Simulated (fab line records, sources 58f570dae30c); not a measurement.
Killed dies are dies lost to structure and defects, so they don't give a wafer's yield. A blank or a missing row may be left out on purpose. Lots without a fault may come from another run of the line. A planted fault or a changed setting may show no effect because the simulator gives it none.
One fault seen from 2 desks | flow berkeley_cmos170 | each desk has only its own numbers; what lay behind them comes last

THE METROLOGY DESK
What the gauges read, lot by lot, whatever tool the lot ran on: means of the sampled wafers that have a number. A lot is out of limits, marked OUT, if its mean lies more than 4 standard deviations from the usual mean; the brackets give that distance.
Columns: A = cd_nm at UCB170_PSD_CD_MEAS_06, usual 1200.3 nm
lot  | first seen here | A
L293 | day 6 09:11     | 1199.3
L292 | day 6 09:23     | 1198.3
L291 | day 6 09:32     | 1200.8
L297 | day 7 07:05     | 1200.9
L295 | day 7 07:25     | 1199.5
L299 | day 7 17:34     | 1199.1
L298 | day 7 17:56     | 1198.3
L301 | day 8 06:31     | 1199.5
L300 | day 8 06:36     | 1202.1
L302 | day 8 06:47     | 1200.9
L304 | day 8 15:12     | 1200.0
L305 | day 9 12:01     | 1200.5
L306 | day 9 17:43     | 1201.6
L308 | day 10 05:32    | 1198.0
This desk's finding: nothing out of limits on any of the 14 lots.

THE TOOL OWNER'S DESK: wet_bench-03
The tool's own readings at UCB170_SCREENOX_WET_ETCH_00 (etches SiO2 in dHF, time 200 s): means of the sampled wafers that have a number, for each lot that ran on this tool. A lot is out of limits, marked OUT, if its mean lies more than 4 standard deviations from the usual mean; the brackets give that distance.
Columns: A = run_length_s at UCB170_SCREENOX_WET_ETCH_00, usual 228 s
lot  | first seen here | A
L295 | day 5 21:07     | 227
L297 | day 5 21:07     | 227
L298 | day 6 08:45     | 226
L299 | day 6 08:45     | 226
L300 | day 6 18:13     | 226
L301 | day 6 18:13     | 227
L302 | day 6 18:13     | 226
L304 | day 7 01:39     | 225
L305 | day 7 22:41     | 226
L306 | day 8 07:04     | 248 (+5.9) OUT
L308 | day 8 15:56     | 255 (+7.9) OUT
This desk's finding: out of limits on L306, L308; first on L306, day 8 07:04 (run_length_s at UCB170_SCREENOX_WET_ETCH_00). In limits: L295, L297, L298, L299, L300, L301, L302, L304, L305.

PUT TOGETHER
The tool owner's desk could have raised an alarm at day 8 07:04, on L306, L308.
The metrology desk saw nothing out of limits.
The metrology desk has L306, L308 on record, within its limits.
Of the lots named, all ran UCB170_SCREENOX_WET_ETCH_00 on wet_bench-03.

WHAT THE SIMULATOR HAD PUT IN
Process parameter drift: wet_bench-03, from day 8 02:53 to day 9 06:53, at UCB170_SCREENOX_WET_ETCH_00. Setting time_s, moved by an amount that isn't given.
Lots struck among those shown: L306, L308.
Hours from the fault's start to each desk's first reading out of limits: the tool owner's desk, 4.
